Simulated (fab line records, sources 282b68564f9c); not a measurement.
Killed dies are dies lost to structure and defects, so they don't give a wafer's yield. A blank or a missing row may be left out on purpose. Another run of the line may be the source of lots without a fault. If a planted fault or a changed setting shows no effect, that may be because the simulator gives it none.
fab line records    flow rit_cmos
record: lots: 14  wafers: 42  last_day: 7
route steps=202 shown ACTIVE@14 PWELL@42 PLDD@120
lots with no fault: from the same line, run without faults
start_h: start of the lot's first displayed wafer, in hours after the record's first day    wait_h: time in hours since the lot's previous step    " the same as in the row above    L1.1+2: a single row standing in for several wafers    - either no value or no given start    * or withheld: withheld    < > ~ a bound
route shown NAME@n: names a module that has steps shown in the file, with the first one's number in the route    usual: average and standard deviation across the fault-free wafers    same: alike in all rows    chamber/n: place in a boat    sites: each site's reading    _std_site: their standard deviation    _edge_site: inner sites' mean taken away from outer sites' mean    radius_mm: for every site, how far away it sits from the centre of the wafer    mask NAME#n: copy n    behind: the most recent tool/chamber to have shaped the wafer    hold: the reason the lot was held/the length of the hold in hours/how it ended    device: transistor that didn't switch, given as n, p or np    end of line: tests of these same wafers at the route's end    a step with no rows: only its recipe    killed: dies that structure and defects cost at the first sort, which is not the same as the wafer's yield    map: per-die view of a wafer (x killed, . not killed, _ where there is no die)
set.NAME: the setting as run; set.NAME@STEP: as run at that earlier step    model.NAME: the simulator's own value behind a step, which no gauge read
route steps across a sampled set of lots; one table per step, one row per wafer
services: a tool's chamber out of use, with start hour (start_h, from the record's first day; less than 0 if before it), hours out, and reason
== steps ==
step: RIT_ACTIVE_ETCH_13
recipe: stop_on: SiO2  chemistry: SF6  target: Si3N4  time_s: 210  over_etch_frac: 0.4  SF6_flow_sccm: 200  pressure_mtorr: 260  rf_w: 125  target_depth_a: 2100
usual: drypump_motor_current_A: 5.5/0.36  oes_product_au: 0.819/0.014  throttle_valve_pct: 7.52/0.095
lot.wafer  tool         chamber  start_h  wait_h  drypump_motor_current_A  oes_product_au  rf_hours_counter_h  throttle_valve_pct
L790.3     rie_diel-02  2        14.71    0.1     4.7                      0.847           135                 7.66
L790.4     "            3        "        "       5.5                      0.796           1                   7.45
L790.5     "            1        "        "       5.9                      0.841           -                   7.55
L791.4     rie_diel-02  3        20.70    0.1     5.5                      0.801           2                   7.45
L791.5     "            3        "        "       5.5                      0.794           -                   7.46
L791.6     "            0        "        "       5.6                      0.807           -                   7.32
L794.2     rie_diel-03  3        38.14    0.1     5.3                      0.828           145                 7.51
L794.3     "            1        "        "       5.5                      0.833           160                 7.61
L794.4     "            2        "        "       5.6                      0.834           75                  7.48
L795.1     rie_diel-04  3        40.17    0.1     4.8                      0.784           71                  7.65
L795.4     "            0        "        "       5.9                      0.814           58                  7.45
L795.5     "            2        "        "       6.2                      0.815           -                   7.58
L796.1     rie_diel-02  3        45.52    0.1     5.5                      0.792           2                   7.45
L796.2     "            2        "        "       4.6                      0.834           135                 7.67
L796.4     "            1        "        "       5.9                      0.837           79                  7.54
L798.2     rie_diel-03  1        54.87    0.1     5.5                      0.834           160                 7.60
L798.5     "            1        "        "       5.5                      0.826           -                   7.60
L798.6     "            0        "        "       5.6                      0.825           -                   7.61
L802.1     rie_diel-03  0        76.06    0.1     5.6                      0.819           100                 7.61
L802.4     "            1        "        "       5.5                      0.828           160                 7.61
L802.6     "            2        "        "       5.6                      0.831           -                   7.46
L804.1     rie_diel-03  3        85.74    0.1     5.3                      0.825           145                 7.51
L804.4     "            2        "        "       5.6                      0.833           76                  7.48
L804.6     "            3        "        "       5.3                      0.831           -                   7.50
L805.2     rie_diel-03  3        90.53    0.1     5.3                      0.817           145                 7.50
L805.4     "            1        "        "       5.5                      0.813           161                 7.60
L805.5     "            0        "        "       5.7                      0.823           -                   7.60
L806.1     rie_diel-03  3        95.25    0.1     5.3                      0.815           145                 7.49
L806.2     "            0        "        "       5.6                      0.811           100                 7.62
L806.4     "            2        "        "       5.6                      0.819           -                   7.48
L807.1     rie_diel-04  0        101.48   0.1     5.9                      0.820           59                  7.45
L807.5     "            0        "        "       5.9                      0.814           -                   7.48
L807.6     "            1        "        "       5.7                      0.813           -                   7.42
L808.1     rie_diel-03  2        105.30   0.1     5.5                      0.839           76                  7.47
L808.2     "            3        "        "       5.3                      0.808           146                 7.50
L808.4     "            3        "        "       5.3                      0.817           -                   7.51
L809.1     rie_diel-03  2        109.79   0.1     5.6                      0.818           76                  7.49
L809.5     "            3        "        "       5.3                      0.814           -                   7.50
L809.6     "            2        "        "       5.6                      0.829           -                   7.48
L812.1     rie_diel-04  0        124.88   0.1     6.0                      0.810           59                  7.45
L812.3     "            1        "        "       5.7                      0.812           30                  7.40
L812.5     "            1        "        "       5.7                      0.810           -                   7.40
step: RIT_PWELL_EXPOSE_03
recipe: mask_id: M3  na: 0.57  target_cd_nm: 43700  dose_mj: 250
usual: exposure_dose_mJ_cm2: 249.97/0.25  focus_offset_nm: 0.0/0.53
lot.wafer  tool              chamber  start_h  wait_h  mask  exposure_dose_mJ_cm2  focus_offset_nm
L790.3     iline_stepper-02  0        23.86    0.1     M3#0  250.10                -0.3
L790.4     "                 0        "        "       M3#0  250.11                0.3
L790.5     "                 0        "        "       M3#0  250.39                -0.7
L791.4     iline_stepper-02  0        27.87    0.1     M3#0  250.29                -1.1
L791.5     "                 0        "        "       M3#0  250.18                -0.2
L791.6     "                 0        "        "       M3#0  249.90                -0.3
L794.2     iline_stepper-01  -        47.14    0.1     M3#0  -                     -
L794.3     "                 -        "        "       M3#0  -                     -
L794.4     "                 -        "        "       M3#0  -                     -
L795.1     iline_stepper-01  -        49.32    0.2     M3#0  -                     -
L795.4     "                 -        "        "       M3#0  -                     -
L795.5     "                 -        "        "       M3#0  -                     -
L796.1     iline_stepper-02  0        52.89    0.2     M3#0  249.94                0.9
L796.2     "                 0        "        "       M3#0  249.54                0.5
L796.4     "                 0        "        "       M3#0  249.89                0.5
L798.2     iline_stepper-01  0        63.77    0.2     M3#0  250.47                0.0
L798.5     "                 0        "        "       M3#0  250.35                0.2
L798.6     "                 0        "        "       M3#0  250.19                0.8
L802.1     iline_stepper-01  0        84.01    0.1     M3#0  250.35                0.8
L802.4     "                 0        "        "       M3#0  250.38                0.3
L802.6     "                 0        "        "       M3#0  250.07                0.1
L804.1     iline_stepper-01  0        93.85    0.1     M3#0  249.99                -0.5
L804.4     "                 0        "        "       M3#0  250.06                -0.6
L804.6     "                 0        "        "       M3#0  249.77                -0.8
L805.2     iline_stepper-01  0        97.38    0.1     M3#0  250.12                -0.5
L805.4     "                 0        "        "       M3#0  249.73                -0.5
L805.5     "                 0        "        "       M3#0  249.82                -0.8
L806.1     iline_stepper-01  0        104.54   0.1     M3#0  250.26                -0.2
L806.2     "                 0        "        "       M3#0  249.91                -0.7
L806.4     "                 0        "        "       M3#0  250.11                -0.6
L807.1     iline_stepper-02  0        108.75   0.2     M3#0  249.60                -0.4
L807.5     "                 0        "        "       M3#0  249.90                0.6
L807.6     "                 0        "        "       M3#0  249.68                0.8
L808.1     iline_stepper-02  0        113.13   0.1     M3#0  249.77                0.0
L808.2     "                 0        "        "       M3#0  250.05                -0.1
L808.4     "                 0        "        "       M3#0  250.05                -0.1
L809.1     iline_stepper-01  0        118.27   0.2     M3#0  249.99                0.6
L809.5     "                 0        "        "       M3#0  250.26                0.2
L809.6     "                 0        "        "       M3#0  249.95                1.0
L812.1     iline_stepper-02  0        135.01   0.2     M3#0  249.64                0.7
L812.3     "                 0        "        "       M3#0  249.81                0.2
L812.5     "                 0        "        "       M3#0  249.86                -0.5
step: RIT_PLDD_OVL_MEAS_06
usual: PLDD_OVL: -0.4/1.3
lot.wafer  tool        chamber  start_h  wait_h  PLDD_OVL[nm]
L790.3     overlay-01  -        45.71    -       1.9
L790.4     "           -        "        "       0.6
L790.5     "           -        "        "       0.1
L791.4     overlay-01  -        49.86    -       -1.3
L791.5     "           -        "        "       -0.8
L791.6     "           -        "        "       -0.7
L794.2     overlay-01  -        68.93    -       -0.2
L794.3     "           -        "        "       0.1
L794.4     "           -        "        "       0.0
L795.1     overlay-01  -        70.72    -       -0.1
L795.4     "           -        "        "       -1.3
L795.5     "           -        "        "       -2.4
L796.1     overlay-01  -        78.10    -       -2.3
L796.2     "           -        "        "       -1.4
L796.4     "           -        "        "       -1.9
L798.2     overlay-01  -        85.73    -       -1.6
L798.5     "           -        "        "       -0.6
L798.6     "           -        "        "       -2.1
L802.1     overlay-02  -        106.67   -       1.8
L802.4     "           -        "        "       0.7
L802.6     "           -        "        "       1.5
L804.1     overlay-01  -        114.73   -       -1.1
L804.4     "           -        "        "       -0.5
L804.6     "           -        "        "       -2.0
L805.2     overlay-01  -        118.90   -       1.1
L805.4     "           -        "        "       2.3
L805.5     "           -        "        "       0.4
L806.1     overlay-01  -        125.56   -       2.2
L806.2     "           -        "        "       3.7
L806.4     "           -        "        "       2.2
L807.1     overlay-01  -        129.34   -       1.8
L807.5     "           -        "        "       0.6
L807.6     "           -        "        "       1.1
L808.1     overlay-01  -        140.47   -       -2.2
L808.2     "           -        "        "       -0.9
L808.4     "           -        "        "       -1.5
L809.1     overlay-01  -        145.90   -       -0.3
L809.5     "           -        "        "       -1.8
L809.6     "           -        "        "       -1.6
L812.1     overlay-01  -        159.68   -       1.3
L812.3     "           -        "        "       -1.0
L812.5     "           -        "        "       -0.4
== services ==
tool              chamber  start_h  hours  kind
rie_diel-03       3        -1.71    3.5    repair
rie_diel-04       0        11.36    3.8    repair
iline_stepper-01  -        14.77    0.7    repair
rie_diel-04       -        14.80    0.3    repair
rie_diel-02       -        40.62    2.8    pm
iline_stepper-02  -        45.89    4.4    pm
iline_stepper-02  -        50.33    1.7    pm
rie_diel-04       1        59.89    7.6    repair
rie_diel-02       3        65.81    5.9    repair
rie_diel-04       -        66.83    0.9    repair
rie_diel-03       1        93.32    -      clean
rie_diel-03       1        93.32    31.0   scheduled_down
rie_diel-03       1        93.32    31.0   vent_cycle
rie_diel-03       -        94.12    0.2    repair
iline_stepper-01  -        108.47   4.4    pm
rie_diel-03       3        129.62   4.2    repair
rie_diel-04       2        129.77   -      clean
rie_diel-04       2        129.77   32.4   scheduled_down
rie_diel-04       2        129.77   32.4   vent_cycle
== key ==
first_sign: step: RIT_PWELL_EXPOSE_03  reading: tool_record  direction: missing
effect none on later readings
met_at RIT_PWELL_EXPOSE_03
struck_lots L794,L795
sort_left_out L794.2,L794.3,L794.4,L795.1,L795.4,L795.5
tester_left_out L794,L795
not_acting_at RIT_ACTIVE_ETCH_13,RIT_PLDD_OVL_MEAS_06
fault: kind: skipped_step_whole  tool: iline_stepper-01  chamber: -  onset_h: 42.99  steps: RIT_PWELL_EXPOSE_03  scope: struck_lots_only
tester_left_out: of these lots the tester's yield and bins aren't shown, on N5 and GAA mostly nor the transistor test; their killed dies are dies lost to structure and defects alone, not to doping, threshold or leakage, so they don't give the yield
sort_left_out: the simulated sort isn't trusted on such a fault, so these wafers' sort isn't shown, and their yield isn't known
